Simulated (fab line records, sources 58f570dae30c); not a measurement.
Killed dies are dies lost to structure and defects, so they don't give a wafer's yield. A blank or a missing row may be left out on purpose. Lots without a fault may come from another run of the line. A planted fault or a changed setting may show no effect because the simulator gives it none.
Which tool did it? | flow berkeley_cmos170 | 14 lots, 42 wafers sampled, at 4 steps of a route of 331

WHAT THE GAUGES READ, wafer by wafer
UCB170_M1_OVL_MEAS_10. Usual: M1_OVL -2 nm, standard deviation 4.2.
lot  | measured     | on         | M1_OVL (nm) | flag
L514 | day 8 06:14  | overlay-02 | 2 2 0       |
L516 | day 8 22:05  | overlay-02 | -12 -11 -7  |
L515 | day 8 22:14  | overlay-01 | -7 -2 -2    |
L517 | day 9 15:15  | overlay-01 | -6 -6 0     |
L522 | day 9 16:10  | overlay-02 | -7 0 -3     |
L520 | day 9 16:42  | overlay-02 | 5 2 -1      |
L523 | day 10 09:10 | overlay-01 | -8 -5 -10   |
L527 | day 11 09:06 | overlay-01 | -3 -5 1     |
L531 | day 12 03:40 | overlay-02 | 5 2 0       |
L532 | day 12 05:10 | overlay-01 | 2 2 -7      |
L530 | day 12 06:05 | overlay-01 | -3 -5 3     |
L535 | day 12 20:44 | overlay-01 | 3 3 0       |
L534 | day 12 20:54 | overlay-01 | 7 0 2       |
L537 | day 13 00:36 | overlay-02 | 2 -3 -1     |

UCB170_M1_CD_MEAS_90: target cd 700 nm. Usual: cd_nm 699.7 nm, standard deviation 2.9.
lot  | measured     | on        | cd_nm (nm)        | flag
L514 | day 8 06:41  | cd_sem-01 | 697.6 697.9 697.3 |
L516 | day 8 22:24  | cd_sem-02 | 697.8 695.0 694.2 |
L515 | day 8 22:33  | cd_sem-01 | 698.3 697.0 700.3 |
L517 | day 9 15:41  | cd_sem-01 | 694.8 695.0 693.6 |
L522 | day 9 16:37  | cd_sem-02 | 701.5 700.8 699.8 |
L520 | day 9 17:01  | cd_sem-02 | 695.4 693.6 693.5 |
L523 | day 10 09:28 | cd_sem-01 | 697.0 700.3 701.4 |
L527 | day 11 09:26 | cd_sem-02 | 701.7 699.9 702.8 |
L531 | day 12 03:59 | cd_sem-01 | 702.0 703.4 700.4 |
L532 | day 12 05:31 | cd_sem-02 | 696.7 696.4 697.8 |
L530 | day 12 06:25 | cd_sem-02 | 702.1 702.2 702.0 |
L535 | day 12 21:03 | cd_sem-02 | 701.3 703.2 704.1 |
L534 | day 12 21:19 | cd_sem-02 | 701.5 698.6 701.0 |
L537 | day 13 00:55 | cd_sem-02 | 705.0 706.4 706.2 |

UCB170_V1_THK_MEAS_01. Usual: V1_TEOS_THK 2007 nm, standard deviation 28.
lot  | measured     | on            | V1_TEOS_THK (nm) | flag
L514 | day 8 08:55  | film_metro-03 | 1995 1991 2006   |
L516 | day 9 00:00  | film_metro-04 | 2003 2034 2040   |
L515 | day 9 01:21  | film_metro-04 | 1989 2006 1996   |
L517 | day 9 18:33  | film_metro-04 | 1962 1997 1987   |
L522 | day 9 18:43  | film_metro-03 | 1954 1996 1978   |
L520 | day 9 19:53  | film_metro-03 | 2006 1986 2009   |
L523 | day 11 00:49 | film_metro-03 | 1987 1976 2009   |
L527 | day 11 12:03 | film_metro-04 | 1992 2029 2060   |
L531 | day 12 05:35 | film_metro-04 | 2025 2046 2053   |
L532 | day 12 08:19 | film_metro-01 | 2032 2051 2030   |
L530 | day 12 08:28 | film_metro-03 | 1987 1975 2012   |
L535 | day 12 22:44 | film_metro-04 | 1980 1977 2040   |
L534 | day 13 00:01 | film_metro-01 | 2023 1977 2013   |
L537 | day 13 02:35 | film_metro-04 | 1978 2033 1994   |

WHICH TOOL RAN EACH LOT (tool, then ch and the chambers of the sampled wafers, then the start)
lot  | UCB170_M1_ETCH_11
L514 | rie_diel-02 ch 0,1,2, day 8 06:16
L516 | rie_diel-01 ch 0,1,2, day 8 22:07
L515 | rie_diel-04 ch 0,2, day 8 22:16
L517 | rie_diel-02 ch 0,1, day 9 15:17
L522 | rie_diel-02 ch 1,2,3, day 9 16:12
L520 | rie_diel-02 ch 0,1,3, day 9 16:44
L523 | rie_diel-02 ch 0,1,3, day 10 09:12
L527 | rie_diel-01 ch 0,1,2, day 11 09:07
L531 | rie_diel-01 ch 0,1, day 12 03:42
L532 | rie_diel-01 ch 0,3, day 12 05:12
L530 | rie_diel-04 ch 0,1,2, day 12 06:07
L535 | rie_diel-01 ch 0,1,3, day 12 20:46
L534 | rie_diel-04 ch 1,2, day 12 20:56
L537 | rie_diel-04 ch 0,1,2, day 13 00:38
- UCB170_M1_ETCH_11: etches BARC in N2/H2.

WHAT THE TOOLS THEMSELVES READ (means of the sampled wafers that have a number; where no wafer has one, the mark that the record gives instead)
UCB170_M1_ETCH_11. Usual: bias_w 100.0 W, standard deviation 0.32; drypump_motor_current_A 5.7 A, standard deviation 0.43; oes_product_au 0.996 a.u., standard deviation 0.023; throttle_valve_pct 13.36 %, standard deviation 0.19.
lot  | tool        | bias_w (W) | drypump_motor_current_A (A) | oes_product_au (a.u.) | throttle_valve_pct (%) | flag
L514 | rie_diel-02 | 100.2      | 5.8                         | 1.011                 | 13.34                  |
L516 | rie_diel-01 | 99.7       | 5.3                         | 1.004                 | 13.47                  |
L515 | rie_diel-04 | 99.8       | 5.9                         | 0.999                 | 13.37                  |
L517 | rie_diel-02 | 100.0      | 5.5                         | 1.008                 | 13.36                  |
L522 | rie_diel-02 | 100.2      | 5.9                         | 0.996                 | 13.40                  |
L520 | rie_diel-02 | 100.1      | 5.8                         | 1.236                 | 13.43                  | OFF
L523 | rie_diel-02 | 100.0      | 5.8                         | 1.222                 | 13.45                  | OFF
L527 | rie_diel-01 | 100.0      | 5.3                         | 1.012                 | 13.48                  |
L531 | rie_diel-01 | 99.9       | 5.4                         | 1.006                 | 13.54                  |
L532 | rie_diel-01 | 99.8       | 5.0                         | 0.985                 | 13.21                  |
L530 | rie_diel-04 | 99.8       | 5.7                         | 1.002                 | 13.25                  |
L535 | rie_diel-01 | 100.0      | 5.3                         | 0.991                 | 13.35                  |
L534 | rie_diel-04 | 99.9       | 5.5                         | 0.987                 | 13.38                  |
L537 | rie_diel-04 | 99.7       | 5.8                         | 1.007                 | 13.25                  |

THE ANSWER, worked out from the rows above alone
Rule: a lot is off if the mean of its wafers that have a number lies more than 3 standard deviations from the usual mean. A lot without any number at a reading at which 4 lots or more have one is off too. The other lots that the step has rows for count as sound. The gauges are gone through in route order, then the tools' own readings, and for those a lot's mean is taken as printed above. The first step at which some lot is off is used, and at that step the reading that is off furthest; a lot without a number counts as furthest.
Off: L520, L523, at UCB170_M1_ETCH_11 (oes_product_au).
A tool fits if, at that step or a process step before it, it ran every lot that is off, and no sound lot after the first of them. One fits: rie_diel-02 at UCB170_M1_ETCH_11. Its last sound lot is L522 (day 9 16:12), its first lot that is off L520 (day 9 16:44): a fault that began between those two fits.
The tool's own readings at UCB170_M1_ETCH_11 bear it out: on the lots that are off they differ by more than 5 times the standard deviation of the sound lots' means. oes_product_au reads 1.229 a.u. there against 1.001 a.u. on the sound lots.

WHAT THE SIMULATOR HAD PUT IN
Process parameter drift: rie_diel-02, from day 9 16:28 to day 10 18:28, at UCB170_M1_ETCH_11. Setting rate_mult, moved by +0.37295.
Lots struck among those shown: L520, L523. The rule above found the same.
